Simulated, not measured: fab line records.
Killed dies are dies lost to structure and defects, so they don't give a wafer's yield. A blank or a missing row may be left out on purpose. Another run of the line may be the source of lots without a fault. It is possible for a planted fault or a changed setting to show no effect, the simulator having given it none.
Code-filled problem report in 8D (eight disciplines) form    flow berkeleyCmos170    the parts of the form that need people (team, actions taken, sign-off) are left out

1. WHAT IS WRONG
Wafers without a fault read 21.00 C, standard deviation 0.11; developerTempC at UCB170_PSD_DEVELOP_05 reads a mean of 18.85 C on 6 wafers belonging to 2 lots. That is -20 standard deviations from the usual mean.
The step: develop time 45 s.
Seen first at day 8 15:00 on lithoTrack-03, wafer L116.1. The record has a number at this step for 42 wafers belonging to 14 lots. Rule for "out", or "out of limits": more than 4 standard deviations from the usual mean. The other wafers with a number count as sound.

2. WHAT IT IS, AND WHAT IT ISN'T
question                     is                      is not
which readings at this step  developerTempC          -
which lots                   L116, L119              L111, L113, L114, L115, L117, L118, L126, L128, L129, L130, L132, L134
which wafers of those lots   all that have a number  -
read on which tools          lithoTrack-03           lithoTrack-01, lithoTrack-02
when                         from day 8 15:00        up to then (15 sound wafers); but 21 sound wafers of L118, L126, L128, L129, L130, L132, L134 came after

3. SUSPECTS, AND WHAT RULES EACH OUT
Counting: a tool at a process step up to the reading stays a suspect if it ran every lot that is out and no sound lot after the first of them.
- lithoTrack-03 at UCB170_PSD_DEVELOP_05 (develop time 45 s): ruled out as a lasting fault. Following L116 (day 8 15:00), the first lot on it that is out, the sound lots L132 were run on it.
Left after counting: nothing in the record.

4. THE CAUSE (what the simulator had put in)
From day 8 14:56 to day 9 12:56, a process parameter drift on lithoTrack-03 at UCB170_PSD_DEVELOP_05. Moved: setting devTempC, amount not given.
Counting ruled it out, wrongly.

5. THE EFFECT CHAIN, in route order
Rows list readings where the struck wafers' mean (over those with a number) sits beyond 3 standard deviations from the usual. Readings are gone through only where the record gives a usual standard deviation; hours: the median, over the lots, of the time from a lot's start at the first step in this table giving one to that lot's start at this step; sigmas: the change measured in usual standard deviations.
hours  step                   reading         usual    on struck wafers  change  sigmas
0      UCB170_PSD_DEVELOP_05  developerTempC  21.00 C  18.85             -2.15   -20
Process steps it contains:
- UCB170_PSD_DEVELOP_05: develop time 45 s.
Later measuring or inspecting steps at which every struck wafer that the step has a row for has a number for every such reading, and none has moved that far: UCB170_NSD_OVL_MEAS_07.

6. HOW IT WOULD HAVE BEEN CAUGHT EARLIER
First out-of-limits reading in this record: day 8 15:00, which is 0 hours after fault onset at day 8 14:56.
